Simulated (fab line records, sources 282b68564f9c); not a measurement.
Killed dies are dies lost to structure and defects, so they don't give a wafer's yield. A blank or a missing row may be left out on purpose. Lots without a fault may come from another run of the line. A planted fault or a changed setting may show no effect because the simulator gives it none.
One fault seen from 2 desks | flow rit_cmos | each desk has only its own numbers; what lay behind them comes last

THE TOOL OWNER'S DESK: implanter-01
The tool's own readings at RIT_NSD_IMPLANT_08: means of the sampled wafers that have a number, for each lot that ran on this tool. A lot is out of limits, marked OUT, if its mean lies more than 4 standard deviations from the usual mean; the brackets give that distance.
Columns: A = dose_ions_cm2 at RIT_NSD_IMPLANT_08, usual 9.999e+14; B = end_station_pressure_torr at RIT_NSD_IMPLANT_08, usual 7.5e-06 Torr; C = faraday_current_uA at RIT_NSD_IMPLANT_08, usual 3136
lot  | first seen here | A                           | B       | C
L104 | day 3 04:20     | 9.995e+14                   | 7.9e-06 | 3169
L108 | day 3 19:46     | 1.000e+15                   | 7.5e-06 | 3172
L110 | day 4 07:48     | 1.001e+15                   | 7.6e-06 | 3123
L116 | day 5 12:37     | 1.445e+15 (+99 or more) OUT | 8.4e-06 | 4454 (+21) OUT
L117 | day 5 17:23     | 1.446e+15 (+99 or more) OUT | 8.8e-06 | 4533 (+22) OUT
This desk's finding: out of limits on L116, L117; first on L116, day 5 12:37 (dose_ions_cm2 at RIT_NSD_IMPLANT_08). In limits: L104, L108, L110.

THE METROLOGY DESK
What the gauges read, lot by lot, whatever tool the lot ran on: means of the sampled wafers that have a number. A lot is out of limits, marked OUT, if its mean lies more than 4 standard deviations from the usual mean; the brackets give that distance.
Columns: A = FOX1_OXIDE_THK at RIT_FOX1_THK_MEAS_01, usual 352 nm; B = GATE_OXIDE_THK at RIT_GATE_THK_MEAS_07, usual 3.07 nm; C = NSD_TW at RIT_NSD_TW_MEAS_10, usual 3129; D = NSD_RS at RIT_SDANNEAL_RS_MEAS_05, usual 84.7 ohm/sq
lot  | first seen here | A   | B    | C               | D
L104 | day 1 20:56     | 348 | 3.01 | 3177            | 84.7
L105 | day 1 23:27     | 363 | 3.08 | 3175            | 84.6
L106 | day 2 03:44     | 347 | 3.09 | 3170            | 84.6
L107 | day 2 10:49     | 354 | 2.97 | 3104            | 84.3
L108 | day 2 14:23     | 351 | 3.10 | 3163            | 84.4
L109 | day 2 18:39     | 340 | 3.11 | 3099            | 84.9
L110 | day 3 01:11     | 359 | 2.96 | 3103            | 84.7
L114 | day 3 20:50     | 348 | 3.09 | 3143            | 85.0
L116 | day 4 06:10     | 343 | 3.09 | 3318 (+5.9) OUT | 63.9 (-69) OUT
L117 | day 4 10:54     | 359 | 3.09 | 3392 (+8.2) OUT | 64.1 (-69) OUT
L121 | day 5 05:49     | 352 | 3.04 | 3099            | 84.9
L125 | day 6 02:43     | 352 | 3.14 | 3084            | 85.0
L126 | day 6 07:14     | 348 | 3.01 | 3140            | 84.7
L127 | day 6 11:49     | 350 | 2.98 | 3139            | 84.8
This desk's finding: out of limits on L116, L117; first on L116, day 5 12:56 (NSD_TW at RIT_NSD_TW_MEAS_10). In limits: L104, L105, L106, L107, L108, L109, L110, L114, L121, L125, L126, L127.

PUT TOGETHER
The tool owner's desk could have raised an alarm at day 5 12:37, on L116, L117.
The metrology desk could have raised an alarm at day 5 12:56, on L116, L117.
Of the lots named, all ran RIT_NSD_IMPLANT_08 on implanter-01.

WHAT THE SIMULATOR HAD PUT IN
Process parameter drift: implanter-01, from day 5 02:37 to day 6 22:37, at RIT_NSD_IMPLANT_08. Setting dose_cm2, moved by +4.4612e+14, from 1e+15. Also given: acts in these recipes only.
Lots struck among those shown: L116, L117.
Hours from the fault's start to each desk's first reading out of limits: the tool owner's desk, 10; the metrology desk, 10.
